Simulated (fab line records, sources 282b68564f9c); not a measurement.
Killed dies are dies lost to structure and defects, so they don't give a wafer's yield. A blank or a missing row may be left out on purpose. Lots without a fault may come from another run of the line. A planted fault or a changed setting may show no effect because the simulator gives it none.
A struck lot beside a sound one | flow rit_cmos | 27 steps out of a route of 202
Sound: wafers L853.1, L853.3, L853.5. Struck: wafers L857.2, L857.3, L857.5. The cause comes at the end.
At each step with rows: each side's tool, then ch and its chambers, then its first start. Under that, the readings that differ: sound wafers | struck wafers | difference of the means | sigmas: that difference in standard deviations of wafers without a fault.
alike: readings whose means differ by less than 2 such deviations, and words and numbers that are the same on both sides. not compared: withheld readings, readings that some wafer has no value for, bounds like >300 that may hide the same value, and numbers for which the record gives no deviation and whose values overlap.
The two part at a step that has a row with sigmas, a row that says differs or no value, or rows on one side only. Numbers that don't overlap but have no deviation are shown without sigmas and don't part them. A reading that every wafer of one side lacks parts them only if that side has two wafers or more.

RIT_ACTIVE_BOW_MEAS_00:
  sound on film_metro-02, day 3 17:00; struck on film_metro-03, day 4 13:01
  alike: INCOMING_BOW
then, 1 step without rows for these wafers: RIT_ACTIVE_OXIDATION_01 (target thk 46.8 nm, ox time 3360 s).
RIT_ACTIVE_THK_MEAS_02:
  sound on film_metro-01, day 3 19:03; struck on film_metro-03, day 4 16:58
  alike: ACTIVE_OXIDE_THK
RIT_ACTIVE_CVD_03: deposits Si3N4 from SiH2Cl2/NH3, target thk 150 nm, time 1500 s.
  sound on lpcvd-01 ch 1, day 3 19:07; struck on lpcvd-01 ch 1, day 4 17:01
  reading                                  | sound             | struck            | difference | sigmas
  pressure_mtorr (mTorr)                   | 300.1 300.0 300.1 | 150.2 150.1 149.2 | -150.2     | -99 or more
  model.Si3N4_of_ACTIVE_CVD_03.thk_nm (nm) | 149.2 150 148.4   | 119.9 120.8 120.3 | -28.9      |
  alike: zone_power_source_pct
RIT_ACTIVE_THK_MEAS_04:
  sound on film_metro-01, day 3 20:32; struck on film_metro-02, day 4 18:26
  reading                 | sound             | struck            | difference | sigmas
  ACTIVE_NITRIDE_THK (nm) | 149.3 149.9 148.2 | 119.8 120.7 120.3 | -28.9      | -26
then, 6 steps without rows for these wafers: RIT_ACTIVE_HMDS_05 (prime time 60 s); RIT_ACTIVE_COAT_06 (resist thk 1000 nm); RIT_ACTIVE_SOFTBAKE_07 (time 60 s); RIT_ACTIVE_EXPOSE_08 (exposes mask M1, target cd 1400 nm); RIT_ACTIVE_PEB_09; RIT_ACTIVE_DEVELOP_10 (develop time 50 s).
RIT_ACTIVE_CD_MEAS_11: target cd 1400 nm.
  sound on cd_sem-02, day 3 21:34; struck on cd_sem-02, day 4 19:40
  alike: cd_nm
then, 1 step without rows for these wafers: RIT_ACTIVE_HARDBAKE_12 (time 60 s).
RIT_ACTIVE_ETCH_13: etches Si3N4 in SF6, stops on SiO2, time 210 s, target depth 210 nm.
  sound on rie_diel-02 ch 0,1,2, day 3 21:50; struck on rie_diel-02 ch 2,3, day 4 19:55
  reading                            | sound             | struck            | difference | sigmas
  oes_product_au (a.u.)              | 0.814 0.819 0.807 | 0.730 0.708 0.724 | -0.093     | -5
  model.etch.depth_nm (nm)           | 149.2 150 148.4   | 119.9 120.8 120.3 | -28.9      |
  model.ACTIVE.feature_depth_nm (nm) | 149.2 150 148.8   | 119.9 120.8 120.3 | -29.0      |
  alike: drypump_motor_current_A, throttle_valve_pct
  not compared: rf_hours_counter_h
RIT_ACTIVE_STRIP_14: strips in O2, time 180 s.
  sound on plasma_asher-04 ch 0, day 3 21:58; struck on plasma_asher-02 ch 0,1, day 4 20:03
  alike: drypump_motor_current_A, o2_flow_sccm
  not compared: rf_hours_counter_h
RIT_ACTIVE_CD_MEAS_90: target cd 1400 nm.
  sound on cd_sem-01, day 3 22:08; struck on cd_sem-02, day 4 20:14
  alike: cd_nm
then, 4 steps without rows for these wafers: RIT_ACTIVE_CLEAN_15 (cleans in SC1, time 600 s); RIT_ACTIVE_CLEAN_16 (cleans in dHF, time 30 s); RIT_ACTIVE_CLEAN_17 (cleans in SC2, time 600 s); RIT_FOX1_OXIDATION_00 (target thk 350.7 nm, ox time 1130 s).
RIT_FOX1_THK_MEAS_01:
  sound on film_metro-02, day 3 23:59; struck on film_metro-04, day 4 22:07
  reading             | sound       | struck      | difference | sigmas
  FOX1_OXIDE_THK (nm) | 367 367 367 | 359 353 351 | -13        | -2
then, 2 steps without rows for these wafers: RIT_FOX1_WET_ETCH_02 (etches SiO2 in BOE, target depth 350 nm, time 390 s); RIT_FOX2_OXIDATION_00 (target thk 350.7 nm, ox time 1130 s).
RIT_FOX2_THK_MEAS_01:
  sound on film_metro-01, day 4 01:29; struck on film_metro-03, day 5 00:27
  alike: FOX2_OXIDE_THK
RIT_FOX2_CLEAN_02: cleans in dHF, time 180 s.
  sound on wet_bench-02 ch 3, day 4 01:32; struck on wet_bench-02 ch 2, day 5 00:30
  reading                                  | sound           | struck          | difference | sigmas
  model.Si3N4_of_ACTIVE_CVD_03.thk_nm (nm) | 130 130.8 129.2 | 100.6 101.5 101 | -29.0      |
then, 1 step without rows for these wafers: RIT_FOX2_WET_ETCH_03 (etches Si3N4 in H3PO4, target depth 195 nm, time 2700 s).
-- the record jumps here: 2 days lie between the struck wafers' starts before and after (it left off in module FOX2 and takes up again in module M1, whose first step shown is number 202 of the route) --
RIT_M1_PROBE_99:
  sound on prober-02, day 5 23:28; struck on prober-01, day 7 09:59
  reading                        | sound          | struck         | difference | sigmas
  model.etest.nldd.width_nm (nm) | 3147 3156 3148 | 3133 3146 3118 | -18        |
  alike: killed_at_contacts, killed_at_front_end, killed_dies, killed_on_rim, killed_open, killed_short
  not compared: model.etest.pldd.width_nm

WHERE THEY PART
First at RIT_ACTIVE_CVD_03; last, within this record, at RIT_FOX1_THK_MEAS_01. Later steps at which nothing parts them and some readings are alike: RIT_FOX2_THK_MEAS_01, RIT_M1_PROBE_99.

WHY: what the simulator had put in
Process parameter drift: lpcvd-01, from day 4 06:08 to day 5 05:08, at RIT_ACTIVE_CVD_03. Setting pressure_mtorr, moved by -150, from 300. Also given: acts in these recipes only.
